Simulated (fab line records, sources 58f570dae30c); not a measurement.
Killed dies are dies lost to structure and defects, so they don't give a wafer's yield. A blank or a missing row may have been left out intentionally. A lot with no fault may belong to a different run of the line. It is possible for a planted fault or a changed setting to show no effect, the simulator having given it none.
8D (eight disciplines) problem report, filled in by code + flow berkeleyCmos170 + the parts of the form that need people (team, actions taken, sign-off) are left out

## 1. PROBLEM STATEMENT
Across 6 wafers from 2 lots, PSD_TW at UCB170_PSD_TW_MEAS_10 averages 2688, while fault-free wafers read 2339 with a standard deviation of 16. That is +22 standard deviations from the usual mean.
Seen first at day 10 14:10 on filmMetro-04, wafer L422.1. Wafers with a number at this step in the record: 42, from 14 lots. The rule behind "out" and "out of limits": a value lying over 4 standard deviations away from the usual mean. All remaining wafers that have a number are taken as sound.

## 2. WHAT IT IS AND WHAT IT IS NOT
| question                    | is                     | is not                                                                    |
|-----------------------------|------------------------|---------------------------------------------------------------------------|
| which readings at this step | PSD_TW                 | -                                                                         |
| which lots                  | L422, L424             | L404, L405, L407, L408, L409, L411, L412, L413, L414, L419, L426, L427    |
| which wafers of those lots  | all that have a number | -                                                                         |
| read on which gauges        | filmMetro-04           | filmMetro-01, filmMetro-02                                                |
| when                        | from day 10 14:10      | up to then (30 sound wafers); but 6 sound wafers of L426, L427 came after |

## 3. THE SUSPECTS, EACH WITH WHAT RULES IT OUT
Counting: a tool at a process step up to the reading stays a suspect if it ran every lot that is out and no sound lot after the first of them.
- the gauge at UCB170_PSD_TW_MEAS_10: ruled out. All the wafers that are out were read on filmMetro-04, but those of them that UCB170_PSD_IMPLANT_08 has rows for are out there too, on other tools.
- implanter-03 at UCB170_PSD_IMPLANT_08: kept. It ran every lot that is out, first L422 (day 10 13:55), and no sound lot after that; its last sound lot up to then is L414 (day 9 01:51). Out on those wafers are its own readings of doseIonsCm2, endStationPressureTorr, faradayCurrentUA.
The count leaves implanter-03 at UCB170_PSD_IMPLANT_08.

## 4. THE CAUSE (what the simulator had put in)
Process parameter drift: implanter-03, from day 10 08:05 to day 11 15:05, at UCB170_PSD_IMPLANT_08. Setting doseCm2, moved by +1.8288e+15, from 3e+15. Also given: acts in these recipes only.
The count eliminated every tool but this one.

## 5. THE CHAIN OF EFFECTS, in route order
One row per reading whose mean, taken over the struck wafers that have a number, lies over 3 standard deviations from the usual. Readings are gone through only where the record gives a usual standard deviation; hours: the median, over the lots, of the time from a lot's start at the first step in this table giving one to that lot's start at this step; sigmas: the change measured in usual standard deviations.
| hours | step                       | reading                | usual         | on struck wafers | change      | sigmas      |
|-------|----------------------------|------------------------|---------------|------------------|-------------|-------------|
| 0     | UCB170_PSD_IMPLANT_08      | beamOnS                | 9.98 s        | 10.83            | +0.85       | +4.2        |
| 0     | UCB170_PSD_IMPLANT_08      | doseIonsCm2            | 3.0006e+15    | 4.8322e+15       | +1.8316e+15 | +99 or more |
| 0     | UCB170_PSD_IMPLANT_08      | endStationPressureTorr | 1.25e-05 Torr | 1.61e-05         | +3.62e-06   | +6.0        |
| 0     | UCB170_PSD_IMPLANT_08      | faradayCurrentUA       | 9270          | 13622            | +4352       | +23         |
| 0     | UCB170_PSD_STRIP_09        | oesProductAu           | 0.600 a.u.    | 0.538            | -0.062      | -13         |
| 0     | UCB170_PSD_STRIP_09        | stripTimeToEndpointS   | 29.40 s       | 34.89            | +5.49       | +70         |
| 0     | UCB170_PSD_TW_MEAS_10      | PSD_TW                 | 2339          | 2688             | +349        | +22         |
| 5     | UCB170_SDANNEAL_RS_MEAS_02 | PSD_RS                 | 75.5 ohm/sq   | 57.0             | -18.5       | -58         |
Its process steps:
- UCB170_PSD_IMPLANT_08
- UCB170_PSD_STRIP_09: strips in O2.
Later measuring or inspecting steps at which every struck wafer that the step has a row for has a number for every such reading, and none has moved that far: UCB170_SILICIDE_RS_MEAS_02, UCB170_V2_OVL_MEAS_13.

## 6. HOW IT WOULD HAVE BEEN CAUGHT EARLIER
The first out-of-limits reading at a measuring or inspecting step in this record came at day 10 14:10, 6 hours after the fault's start at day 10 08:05.
The tool's own readings at UCB170_PSD_IMPLANT_08 were out on every struck wafer that the step has a row for (doseIonsCm2, endStationPressureTorr, faradayCurrentUA): an alarm limit on them would have fired on the first of those.
Among the 2 lots that are out, L424 began UCB170_PSD_IMPLANT_08 on implanter-03 after day 10 14:10. It would have been spared by a hold on the tool at that moment.
